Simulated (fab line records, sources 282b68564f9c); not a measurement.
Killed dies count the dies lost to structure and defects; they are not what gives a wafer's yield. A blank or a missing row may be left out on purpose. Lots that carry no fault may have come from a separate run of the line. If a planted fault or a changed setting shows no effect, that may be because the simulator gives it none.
What tool caused it?	flow rit-cmos	7 lots, 21 wafers sampled, at 2 steps of a route of 202

== WHAT THE GAUGES READ, wafer by wafer ==
RIT_ACTIVE_THK_MEAS_02.
lot	measured	on	ACTIVE_OXIDE_THK (nm)
L109	day 1 22:51	film-metro-01	45.6 46.8 46.5
L111	day 2 09:31	film-metro-04	53.8 54.0 53.5 53.8 54.0 53.4
L120	day 4 05:03	film-metro-01	45.1 45.6 45.4
L122	day 4 16:00	film-metro-01	46.6 45.7 46.6
L125	day 5 06:03	film-metro-04	46.2 46.5 47.5
L128	day 5 21:49	film-metro-02	45.6 46.5 46.2
L130	day 6 07:03	film-metro-01	47.0 47.5 46.6

== WHAT TOOL EACH LOT RAN ON (gives the tool, then ch and the chambers of the sampled wafers, and finally the start) ==
lot	RIT_ACTIVE_OXIDATION_01
L109	furnace-04 ch 0, day 1 20:55
L111	furnace-04 ch 0, day 2 07:34
L120	furnace-01 ch 0, day 4 03:07
L122	furnace-01 ch 0, day 4 14:04
L125	furnace-03 ch 0, day 5 04:07
L128	furnace-01 ch 0, day 5 19:53
L130	furnace-03 ch 0, day 6 05:07
- RIT_ACTIVE_OXIDATION_01: target thk 46.8 nm, ox time 3360 s.

== THE ANSWER, worked out from the rows above alone ==
Rule: usual is defined by the lots themselves. Put in order of their means at a reading, lots are off if they are a third of the lots or fewer, leave a main group of 4 or more, and stand apart from it by a gap of 3 or more times the standard deviation of the main group's means; of several such gaps the widest counts. If all means in a main group match to the digits the tables above print for the reading, that group is not used. Also off: a lot with no number at a reading for which 4 or more lots have one. The other lots that the step has rows for count as sound.
Off: at RIT_ACTIVE_THK_MEAS_02 (ACTIVE_OXIDE_THK), L111. Main group: mean 46.3 nm, sd 0.52.
A tool fits if, at a process step before that reading, it ran every lot that is off, and no sound lot after the first of them. The gauges at RIT_ACTIVE_THK_MEAS_02 are tried like those tools. One candidate fits, namely furnace-04 at RIT_ACTIVE_OXIDATION_01. Its last sound lot is L109 (day 1 20:55), its first lot that is off L111 (day 2 07:34): a fault that began between those two fits.

== WHAT HAD BEEN PUT IN BY THE SIMULATOR ==
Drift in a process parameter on furnace-04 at RIT_ACTIVE_OXIDATION_01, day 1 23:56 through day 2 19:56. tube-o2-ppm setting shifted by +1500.
Lots struck among those shown: L111. The rule given above showed the same thing.
